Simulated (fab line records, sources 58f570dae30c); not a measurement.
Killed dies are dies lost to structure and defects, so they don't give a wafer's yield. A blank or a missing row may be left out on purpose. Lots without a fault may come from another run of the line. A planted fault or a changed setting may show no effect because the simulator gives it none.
One fault seen from 2 desks | flow berkeley_cmos170 | each desk has only its own numbers; what lay behind them comes last

THE TOOL OWNER'S DESK: implanter-04
The tool's own readings at UCB170_PVT_IMPLANT_07: means of the sampled wafers that have a number, for each lot that ran on this tool. A lot is out of limits, marked OUT, if its mean lies more than 4 standard deviations from the usual mean; the brackets give that distance.
Columns: A = tilt_deg at UCB170_PVT_IMPLANT_07, usual 7.001 degrees
lot  | first seen here | A
L277 | day 5 15:38     | 6.981
L279 | day 5 15:56     | 7.009
L281 | day 6 06:44     | 7.011
L282 | day 6 12:19     | 6.992
L283 | day 7 00:01     | 7.001
L294 | day 8 12:17     | 6.454 (-25) OUT
L295 | day 9 04:06     | 6.418 (-26) OUT
This desk's finding: out of limits on L294, L295; first on L294, day 8 12:17 (tilt_deg at UCB170_PVT_IMPLANT_07). In limits: L277, L279, L281, L282, L283.

THE METROLOGY DESK
What the gauges read, lot by lot, whatever tool the lot ran on: means of the sampled wafers that have a number. A lot is out of limits, marked OUT, if its mean lies more than 4 standard deviations from the usual mean; the brackets give that distance.
Columns: A = INCOMING_BOW at UCB170_START_BOW_MEAS_00, usual 0 um; B = NLDD_RS at UCB170_SDANNEAL_RS_MEAS_05, usual 616.9 ohm/sq; C = SILICIDE_TI_RS at UCB170_SILICIDE_RS_MEAS_02, usual 26.3 ohm/sq
lot  | first seen here | A  | B     | C
L277 | day 1 10:01     | 2  | 616.2 | 26.2
L278 | day 1 15:01     | -0 | 617.0 | 26.0
L279 | day 1 20:02     | -3 | 617.2 | 25.7
L281 | day 2 06:01     | -4 | 617.2 | 26.3
L282 | day 2 11:01     | 2  | 617.3 | 26.0
L283 | day 2 16:01     | 0  | 617.7 | 26.5
L287 | day 3 12:01     | 2  | 619.5 | 26.5
L288 | day 3 17:00     | 6  | 617.1 | 27.0
L293 | day 4 18:01     | -5 | 616.1 | 26.5
L294 | day 4 23:00     | 5  | 616.7 | 26.5
L295 | day 5 04:00     | -1 | 614.9 | 25.8
L296 | day 5 09:00     | 2  | 616.4 | 26.1
L299 | day 6 00:01     | -2 | 615.5 | 26.4
L300 | day 6 05:00     | 1  | 619.3 | 26.4
This desk's finding: nothing out of limits on any of the 14 lots.

PUT TOGETHER
The tool owner's desk could have raised an alarm at day 8 12:17, on L294, L295.
The metrology desk saw nothing out of limits.
The metrology desk has L294, L295 on record, within its limits.
Of the lots named, all ran UCB170_PVT_IMPLANT_07 on implanter-04.

WHAT THE SIMULATOR HAD PUT IN
Process parameter drift: implanter-04, from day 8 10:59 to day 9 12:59, at UCB170_PVT_IMPLANT_07. Setting tilt_deg, moved by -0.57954, from 7. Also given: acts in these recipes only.
Lots struck among those shown: L294, L295.
Hours from the fault's start to each desk's first reading out of limits: the tool owner's desk, 1.
